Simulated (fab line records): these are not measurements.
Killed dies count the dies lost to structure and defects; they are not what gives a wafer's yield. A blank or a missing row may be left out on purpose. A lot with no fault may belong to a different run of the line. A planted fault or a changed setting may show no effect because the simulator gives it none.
Struck lot and sound lot, side by side -- flow rit cmos -- 26 out of 202 route steps
Sound: wafers L997.2, L997.4, L997.5. Wafers struck: L108.3, L108.4, L108.5. At the end, the cause is stated.
At each step with rows: each side's tool, then ch and its chambers, then its first start. Under that, the readings that differ: sound wafers -- struck wafers -- difference of the means -- sigmas: that difference in standard deviations of wafers without a fault.
alike: a reading whose means differ by less than 2 such deviations, as well as words and numbers matching on both sides. not compared: withheld readings; readings where some wafer has no value; bounds like >300 that might hide an equal value; numbers whose values overlap and for which the record gives no deviation.
The two part at a step that has a row with sigmas, a row that says differs or no value, or rows on one side only. Numbers that have no deviation but don't overlap get no sigmas and don't part them. A reading missing from all wafers of one side parts the sides only when that side holds two or more wafers.

first, 1 step without rows for these wafers: RIT_ACTIVE_OXIDATION_01 (target thk 46.8 nm, ox time 3360 s).
RIT_ACTIVE_THK_MEAS_02:
  sound on film metro-01, day 1 17:37; struck on film metro-02, day 4 00:04
reading,sound,struck,difference,sigmas
ACTIVE_OXIDE_THK (nm),46.8 47.5 47.6,45.2 45.8 45.0,-2.0,-3
then, 1 step without rows for these wafers: RIT_ACTIVE_CVD_03 (deposits Si3N4 from SiH2Cl2/NH3, target thk 150 nm, time 1500 s).
RIT_ACTIVE_THK_MEAS_04:
  sound on film metro-04, day 1 19:08; struck on film metro-02, day 4 01:33
reading,sound,struck,difference,sigmas
ACTIVE_NITRIDE_THK (nm),151.2 150.3 151.2,147.9 148.0 147.4,-3.1,-2
then, 6 steps without rows for these wafers: RIT_ACTIVE_HMDS_05 (prime time 60 s); RIT_ACTIVE_COAT_06 (resist thk 1000 nm); RIT_ACTIVE_SOFTBAKE_07 (time 60 s); RIT_ACTIVE_EXPOSE_08 (exposes mask M1, target cd 1400 nm); RIT_ACTIVE_PEB_09; RIT_ACTIVE_DEVELOP_10 (develop time 50 s).
RIT_ACTIVE_CD_MEAS_11 targets a cd of 1400 nm.
  sound on cd sem-01, day 1 20:03; struck on cd sem-01, day 4 02:36
reading,sound,struck,difference,sigmas
cd nm (nm),1400.4 1399.2 1398.7,1404.0 1405.7 1401.5,+4.3,+2
then, 1 step without rows for these wafers: RIT_ACTIVE_HARDBAKE_12 (time 60 s).
RIT_ACTIVE_ETCH_13: etches Si3N4 in SF6, stops on SiO2, time 210 s, target depth 210 nm.
  sound on rie diel-04 ch 0,3, day 1 20:18; struck on rie diel-04 ch 2,3, day 4 02:58
reading,sound,struck,difference,sigmas
oes product au (a.u.),0.830 0.825 0.825,0.730 0.721 0.719,-0.103,-11
run length s (s),238.0 237.7 238.3,296.8 295.7 296.9,+58.5,+99 or more
model.NOVOLAK_of_ACTIVE_COAT_06.thk nm (nm),659.9 661.7 658.9,593.8 596.7 591.3,-66.2,
model.SiO2_of_ACTIVE_OXIDATION_01.thk nm (nm),46.76 47.48 47.56,25.33 29.56 25.12,-20.60,
model.ACTIVE.feature depth nm (nm),151 150.4 151.3,167.9 164.2 167.3,+15.6,
  alike: drypump motor current A, rf fwd power W, throttle valve pct
  not compared: rf hours counter h
RIT_ACTIVE_STRIP_14: strips in O2, time 180 s.
  sound on plasma asher-03 ch 1, day 1 20:26; struck on plasma asher-02 ch 0,1, day 4 03:10
  alike: drypump motor current A
  not compared: rf hours counter h
RIT_ACTIVE_CD_MEAS_90 targets a cd of 1400 nm.
  sound on cd sem-02, day 1 20:38; struck on cd sem-02, day 4 03:19
  alike: cd nm
then, 4 steps without rows for these wafers: RIT_ACTIVE_CLEAN_15 (cleans in SC1, time 600 s); RIT_ACTIVE_CLEAN_16 (cleans in dHF, time 30 s); RIT_ACTIVE_CLEAN_17 (cleans in SC2, time 600 s); RIT_FOX1_OXIDATION_00 (target thk 350.7 nm, ox time 1130 s).
RIT_FOX1_THK_MEAS_01:
  sound on film metro-04, day 1 22:28; struck on film metro-03, day 4 05:29
  alike: FOX1_OXIDE_THK
then, 2 steps without rows for these wafers: RIT_FOX1_WET_ETCH_02 (etches SiO2 in BOE, target depth 350 nm, time 390 s); RIT_FOX2_OXIDATION_00 (target thk 350.7 nm, ox time 1130 s).
RIT_FOX2_THK_MEAS_01:
  sound on film metro-01, day 1 23:58; struck on film metro-03, day 4 07:42
  alike: FOX2_OXIDE_THK
then, 1 step without rows for these wafers: RIT_FOX2_CLEAN_02 (cleans in dHF, time 180 s).
RIT_FOX2_WET_ETCH_03: etches Si3N4 in H3PO4, target depth 195 nm, time 2700 s.
  sound on wet bench-01 ch 0, day 2 00:04; struck on wet bench-04 ch 3, day 4 07:52
reading,sound,struck,difference,sigmas
model.SiO2_of_ACTIVE_OXIDATION_01.thk nm (nm),41.65 42.26 42.36,22.5 26.25 22.3,-18.4,
  alike: bath heat duty pct, run length s, temp c
RIT_FOX2_THK_MEAS_90:
  sound on film metro-03, day 2 00:54; struck on film metro-02, day 4 08:43
  alike: FIELD_OXIDE_LEFT_1_THK

WHERE THEY PART
At RIT_ACTIVE_THK_MEAS_02 first; at RIT_ACTIVE_ETCH_13 last (within this record only). Later steps at which nothing parts them and some readings are alike: RIT_ACTIVE_STRIP_14, RIT_ACTIVE_CD_MEAS_90, RIT_FOX1_THK_MEAS_01, RIT_FOX2_THK_MEAS_01, RIT_FOX2_WET_ETCH_03, RIT_FOX2_THK_MEAS_90.

WHY: what had been put in by the simulator
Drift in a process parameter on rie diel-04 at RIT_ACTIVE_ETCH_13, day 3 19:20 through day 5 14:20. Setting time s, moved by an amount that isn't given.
